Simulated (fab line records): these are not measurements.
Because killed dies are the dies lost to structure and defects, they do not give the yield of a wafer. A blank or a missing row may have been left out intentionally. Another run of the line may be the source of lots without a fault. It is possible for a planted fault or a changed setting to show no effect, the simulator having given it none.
Code-filled problem report in 8D (eight disciplines) form -- flow berkeleyCmos170 -- the parts of the form that need people (team, actions taken, sign-off) are left out

## 1. PROBLEM STATEMENT
At UCB170_M2_HMDS_04, primeTempC averages 105.03 C over 6 wafers from 2 lots, while fault-free wafers read 99.99 C, standard deviation 0.13. That is +39 standard deviations from the usual mean.
The step: prime time 60 s.
First seen on wafer L552.2, day 11 17:43, on lithoTrack-02. Wafers with a number at this step in the record: 42, from 14 lots. Rule for "out" (also "out of limits"): further than 4 standard deviations from the usual mean. The other wafers with a number count as sound.

## 2. WHAT IT IS AND WHAT IT IS NOT
question,is,is not
which readings at this step,primeTempC,exhaustPa
which lots,"L551, L552","L533, L534, L535, L536, L537, L538, L539, L542, L543, L546, L553, L554"
which wafers of those lots,all that have a number,-
read on which tools,lithoTrack-02,"lithoTrack-03, lithoTrack-04"
when,from day 11 17:43,"up to then (30 sound wafers); but 6 sound wafers of L553, L554 came after"

## 3. THE SUSPECTS, EACH WITH WHAT RULES IT OUT
Counting: a tool at any process step up to the reading remains a suspect when it ran all the lots that are out and ran no sound lot after the first of those.
- lithoTrack-02 at UCB170_M2_HMDS_04 (prime time 60 s): kept. It ran every lot that is out, first L552 (day 11 17:43), and no sound lot after that; its last sound lot up to then is L539 (day 8 08:35). Its own primeTempC readings are out on those wafers.
Remaining after the count: lithoTrack-02 at UCB170_M2_HMDS_04.

## 4. THE CAUSE (what the simulator had put in)
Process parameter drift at UCB170_M2_HMDS_04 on lithoTrack-02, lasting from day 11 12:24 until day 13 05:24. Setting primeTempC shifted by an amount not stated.
Only this tool survived the counting.

## 5. SEQUENCE OF EFFECTS, ordered by route
One row per reading whose mean, taken over the struck wafers that have a number, lies over 3 standard deviations from the usual. Readings are gone through only where the record gives a usual standard deviation; hours: the median, over the lots, of the time from a lot's start at the first step in this table giving one to that lot's start at this step; sigmas: the change measured in usual standard deviations.
hours,step,reading,usual,on struck wafers,change,sigmas
0,UCB170_M2_HMDS_04,primeTempC,99.99 C,105.03,+5.04,+39
The process steps in it:
- UCB170_M2_HMDS_04: prime time 60 s.
Later measuring or inspecting steps at which every struck wafer that the step has a row for has a number for every such reading, and none has moved that far: UCB170_V2_BOW_MEAS_03.

## 6. WHAT WOULD HAVE CAUGHT IT SOONER
5 hours passed between the start of the fault at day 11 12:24 and the first reading out of limits in this record, taken at day 11 17:43.
